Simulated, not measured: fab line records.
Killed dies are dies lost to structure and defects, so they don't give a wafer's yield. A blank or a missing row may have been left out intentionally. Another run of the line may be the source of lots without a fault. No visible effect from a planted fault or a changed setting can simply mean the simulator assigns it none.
fab line records :: flow ritCmos
record
  lots=14
  wafers=42
  lastDay=7
route steps=202 shown REOX@101
lots untouched by any fault: they come from a run of this same line in which no faults occurred
startH: hours from the record's first day to the start of the lot's first wafer shown :: waitH: time in hours since the lot's previous step :: " identical to the entry in the row above :: L1.1+2: one row covering several wafers at once :: - no value present, or no start provided :: * or withheld: withheld :: < > ~ a bound
route shown NAME@n: NAME is a module with steps in the file, n the number in the route of the first one :: usual: average and standard deviation across the fault-free wafers :: same: alike in all rows :: chamber/n: place in a boat :: sites: readings site by site :: _std_site: their standard deviation :: _edge_site: inner sites' mean taken away from outer sites' mean :: radiusMm: how far each site lies from the wafer's centre :: mask NAME#n: copy n :: behind: tool/chamber where the wafer was last shaped :: hold: cause of the lot's hold/its duration in hours/its outcome :: device: names the non-switching transistor (n, p or np) :: end of line: tests of these same wafers at the route's end :: a step given without rows: its recipe and nothing more :: killed: dies that structure and defects cost at the first sort, which is not the same as the wafer's yield :: map: shows each die of a wafer: x if killed, . if not, _ if none is there
set.NAME: the setting the step ran with; set.NAME@STEP: the setting that earlier step ran with :: model.NAME: the simulator's own value behind a step, which no gauge read
the route's steps for a sample of lots (tables are steps, rows are wafers)
services: from which hour (startH, from the record's first day; less than 0 if before it) a tool's chamber was out of use, for how many hours, and why
## steps
# step RIT_REOX_OXIDATION_03
# recipe
  tempC=900
  ambient=O2
  targetThkA=252
  oxTimeS=5580
# usual
  oxTempC=900.0/0.42
  oxTempCMax=904.5/1
  oxTimeS=5580/0
  spikeTcSourceC=921/4.2
  zonePowerLoadPct=26/3.7
lot.wafer: L154.1
tool: furnace-04
chamber: 0
startH: 42.40
waitH: 1.3
oxTempC: 899.7
oxTempCMax: 902.8
oxTimeS: 5580
spikeTcSourceC: 924
zonePowerLoadPct: 22

lot.wafer: L154.2
tool: furnace-04
chamber: 0
startH: 42.40
waitH: 1.3
oxTempC: 899.6
oxTempCMax: 903.0
oxTimeS: 5580
spikeTcSourceC: 926
zonePowerLoadPct: 22

lot.wafer: L154.5
tool: furnace-04
chamber: 0
startH: 42.40
waitH: 1.3
oxTempC: 899.6
oxTempCMax: 904.3
oxTimeS: 5580
spikeTcSourceC: 924
zonePowerLoadPct: 22

lot.wafer: L155.3
tool: furnace-03
chamber: 0
startH: 45.76
waitH: 0.0
oxTempC: 899.9
oxTempCMax: 904.1
oxTimeS: 5580
spikeTcSourceC: 916
zonePowerLoadPct: 30

lot.wafer: L155.4
tool: furnace-03
chamber: 0
startH: 45.76
waitH: 0.0
oxTempC: 899.9
oxTempCMax: 904.4
oxTimeS: 5580
spikeTcSourceC: 914
zonePowerLoadPct: 30

lot.wafer: L155.5
tool: furnace-03
chamber: 0
startH: 45.76
waitH: 0.0
oxTempC: 901.0
oxTempCMax: 905.5
oxTimeS: 5580
spikeTcSourceC: 914
zonePowerLoadPct: 29

lot.wafer: L156.1
tool: furnace-03
chamber: 0
startH: 49.69
waitH: 0.0
oxTempC: 899.6
oxTempCMax: 903.9
oxTimeS: 5580
spikeTcSourceC: 916
zonePowerLoadPct: 29

lot.wafer: L156.2
tool: furnace-03
chamber: 0
startH: 49.69
waitH: 0.0
oxTempC: 899.6
oxTempCMax: 904.7
oxTimeS: 5580
spikeTcSourceC: 915
zonePowerLoadPct: 30

lot.wafer: L156.6
tool: furnace-03
chamber: 0
startH: 49.69
waitH: 0.0
oxTempC: 900.3
oxTempCMax: 905.5
oxTimeS: 5580
spikeTcSourceC: 916
zonePowerLoadPct: 30

lot.wafer: L157.3
tool: furnace-04
chamber: -
startH: 53.54
waitH: 0.0
oxTempC: -
oxTempCMax: -
oxTimeS: -
spikeTcSourceC: -
zonePowerLoadPct: -

lot.wafer: L157.5
tool: furnace-04
chamber: -
startH: 53.54
waitH: 0.0
oxTempC: -
oxTempCMax: -
oxTimeS: -
spikeTcSourceC: -
zonePowerLoadPct: -

lot.wafer: L157.6
tool: furnace-04
chamber: -
startH: 53.54
waitH: 0.0
oxTempC: -
oxTempCMax: -
oxTimeS: -
spikeTcSourceC: -
zonePowerLoadPct: -

lot.wafer: L158.1
tool: furnace-04
chamber: -
startH: 58.81
waitH: 0.0
oxTempC: -
oxTempCMax: -
oxTimeS: -
spikeTcSourceC: -
zonePowerLoadPct: -

lot.wafer: L158.4
tool: furnace-04
chamber: -
startH: 58.81
waitH: 0.0
oxTempC: -
oxTempCMax: -
oxTimeS: -
spikeTcSourceC: -
zonePowerLoadPct: -

lot.wafer: L158.5
tool: furnace-04
chamber: -
startH: 58.81
waitH: 0.0
oxTempC: -
oxTempCMax: -
oxTimeS: -
spikeTcSourceC: -
zonePowerLoadPct: -

lot.wafer: L161.1
tool: furnace-04
chamber: 0
startH: 78.10
waitH: 0.0
oxTempC: 900.0
oxTempCMax: 903.9
oxTimeS: 5580
spikeTcSourceC: 924
zonePowerLoadPct: 21

lot.wafer: L161.2
tool: furnace-04
chamber: 0
startH: 78.10
waitH: 0.0
oxTempC: 900.3
oxTempCMax: 903.5
oxTimeS: 5580
spikeTcSourceC: 925
zonePowerLoadPct: 22

lot.wafer: L161.5
tool: furnace-04
chamber: 0
startH: 78.10
waitH: 0.0
oxTempC: 899.7
oxTempCMax: 903.1
oxTimeS: 5580
spikeTcSourceC: 926
zonePowerLoadPct: 22

lot.wafer: L168.4
tool: furnace-04
chamber: 0
startH: 114.87
waitH: 0.4
oxTempC: 900.3
oxTempCMax: 903.6
oxTimeS: 5580
spikeTcSourceC: 926
zonePowerLoadPct: 22

lot.wafer: L168.5
tool: furnace-04
chamber: 0
startH: 114.87
waitH: 0.4
oxTempC: 899.7
oxTempCMax: 904.1
oxTimeS: 5580
spikeTcSourceC: 926
zonePowerLoadPct: 22

lot.wafer: L168.6
tool: furnace-04
chamber: 0
startH: 114.87
waitH: 0.4
oxTempC: 899.4
oxTempCMax: 903.3
oxTimeS: 5580
spikeTcSourceC: 926
zonePowerLoadPct: 22

lot.wafer: L169.1
tool: furnace-04
chamber: 0
startH: 114.87
waitH: 0.3
oxTempC: 900.2
oxTempCMax: 904.9
oxTimeS: 5580
spikeTcSourceC: 926
zonePowerLoadPct: 22

lot.wafer: L169.5
tool: furnace-04
chamber: 0
startH: 114.87
waitH: 0.3
oxTempC: 899.8
oxTempCMax: 903.2
oxTimeS: 5580
spikeTcSourceC: 926
zonePowerLoadPct: 22

lot.wafer: L169.6
tool: furnace-04
chamber: 0
startH: 114.87
waitH: 0.3
oxTempC: 900.3
oxTempCMax: 903.2
oxTimeS: 5580
spikeTcSourceC: 924
zonePowerLoadPct: 22

lot.wafer: L170.1
tool: furnace-04
chamber: 0
startH: 119.38
waitH: 0.0
oxTempC: 899.6
oxTempCMax: 903.0
oxTimeS: 5580
spikeTcSourceC: 925
zonePowerLoadPct: 22

lot.wafer: L170.3
tool: furnace-04
chamber: 0
startH: 119.38
waitH: 0.0
oxTempC: 900.0
oxTempCMax: 903.2
oxTimeS: 5580
spikeTcSourceC: 926
zonePowerLoadPct: 22

lot.wafer: L170.5
tool: furnace-04
chamber: 0
startH: 119.38
waitH: 0.0
oxTempC: 900.3
oxTempCMax: 904.1
oxTimeS: 5580
spikeTcSourceC: 923
zonePowerLoadPct: 22

lot.wafer: L171.2
tool: furnace-04
chamber: 0
startH: 130.27
waitH: 1.4
oxTempC: 899.4
oxTempCMax: 902.5
oxTimeS: 5580
spikeTcSourceC: 925
zonePowerLoadPct: 22

lot.wafer: L171.3
tool: furnace-04
chamber: 0
startH: 130.27
waitH: 1.4
oxTempC: 899.6
oxTempCMax: 902.8
oxTimeS: 5580
spikeTcSourceC: 924
zonePowerLoadPct: 22

lot.wafer: L171.6
tool: furnace-04
chamber: 0
startH: 130.27
waitH: 1.4
oxTempC: 899.5
oxTempCMax: 904.4
oxTimeS: 5580
spikeTcSourceC: 925
zonePowerLoadPct: 22

lot.wafer: L173.2
tool: furnace-03
chamber: 0
startH: 135.63
waitH: 0.2
oxTempC: 899.3
oxTempCMax: 903.1
oxTimeS: 5580
spikeTcSourceC: 916
zonePowerLoadPct: 29

lot.wafer: L173.3
tool: furnace-03
chamber: 0
startH: 135.63
waitH: 0.2
oxTempC: 899.7
oxTempCMax: 904.6
oxTimeS: 5580
spikeTcSourceC: 916
zonePowerLoadPct: 29

lot.wafer: L173.4
tool: furnace-03
chamber: 0
startH: 135.63
waitH: 0.2
oxTempC: 899.7
oxTempCMax: 905.0
oxTimeS: 5580
spikeTcSourceC: 916
zonePowerLoadPct: 30

lot.wafer: L174.2
tool: furnace-03
chamber: 0
startH: 143.26
waitH: 4.0
oxTempC: 900.0
oxTempCMax: 903.7
oxTimeS: 5580
spikeTcSourceC: 916
zonePowerLoadPct: 30

lot.wafer: L174.4
tool: furnace-03
chamber: 0
startH: 143.26
waitH: 4.0
oxTempC: 900.0
oxTempCMax: 904.2
oxTimeS: 5580
spikeTcSourceC: 914
zonePowerLoadPct: 29

lot.wafer: L174.5
tool: furnace-03
chamber: 0
startH: 143.26
waitH: 4.0
oxTempC: 899.7
oxTempCMax: 904.6
oxTimeS: 5580
spikeTcSourceC: 915
zonePowerLoadPct: 29

lot.wafer: L176.2
tool: furnace-01
chamber: 0
startH: 157.40
waitH: 2.1
oxTempC: 899.6
oxTempCMax: 904.1
oxTimeS: 5580
spikeTcSourceC: 920
zonePowerLoadPct: 29

lot.wafer: L176.3
tool: furnace-01
chamber: 0
startH: 157.40
waitH: 2.1
oxTempC: 900.0
oxTempCMax: 905.0
oxTimeS: 5580
spikeTcSourceC: 921
zonePowerLoadPct: 29

lot.wafer: L176.5
tool: furnace-01
chamber: 0
startH: 157.40
waitH: 2.1
oxTempC: 900.3
oxTempCMax: 906.1
oxTimeS: 5580
spikeTcSourceC: 921
zonePowerLoadPct: 29

lot.wafer: L177.1
tool: furnace-01
chamber: 0
startH: 157.40
waitH: 2.3
oxTempC: 900.9
oxTempCMax: 907.2
oxTimeS: 5580
spikeTcSourceC: 922
zonePowerLoadPct: 29

lot.wafer: L177.3
tool: furnace-01
chamber: 0
startH: 157.40
waitH: 2.3
oxTempC: 900.8
oxTempCMax: 906.4
oxTimeS: 5580
spikeTcSourceC: 921
zonePowerLoadPct: 29

lot.wafer: L177.4
tool: furnace-01
chamber: 0
startH: 157.40
waitH: 2.3
oxTempC: 900.6
oxTempCMax: 906.8
oxTimeS: 5580
spikeTcSourceC: 923
zonePowerLoadPct: 29
## services
tool: furnace-04
chamber: -
startH: 63.01
hours: 7.1
kind: pm

tool: furnace-03
chamber: -
startH: 104.57
hours: 4.4
kind: pm

tool: furnace-01
chamber: -
startH: 122.83
hours: 3.4
kind: pm

tool: furnace-04
chamber: -
startH: 139.62
hours: 15.9
kind: repair

tool: furnace-04
chamber: -
startH: 155.50
hours: 3.4
kind: pm

tool: furnace-03
chamber: -
startH: 155.89
hours: 3.2
kind: pm
## key
firstSign
  step=RIT_REOX_OXIDATION_03
  reading=toolRecord
  direction=missing
effect none on later readings
metAt RIT_REOX_OXIDATION_03
struckLots L157,L158
laterRowsLeftOut L157.3,L157.5,L157.6,L158.1,L158.4,L158.5
sortLeftOut L157.3,L157.5,L157.6,L158.1,L158.4,L158.5
testerLeftOut L157,L158
onsetBetween 42.40 53.54
fault
  kind=skippedStepWhole
  tool=furnace-04
  chamber=-
  onsetH=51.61
  steps=RIT_REOX_OXIDATION_03
  scope=struckLotsOnly
# testerLeftOut: of these lots the tester's yield and bins aren't shown, on N5 and GAA mostly nor the transistor test; their killed dies are dies lost to structure and defects alone, not to doping, threshold or leakage, so they don't give the yield
# sortLeftOut: the simulated sort isn't trusted on such a fault, so these wafers' sort isn't shown, and their yield isn't known
# laterRowsLeftOut: the simulator's readings of these wafers behind a module that went badly wrong aren't trusted and aren't shown, but for the sort
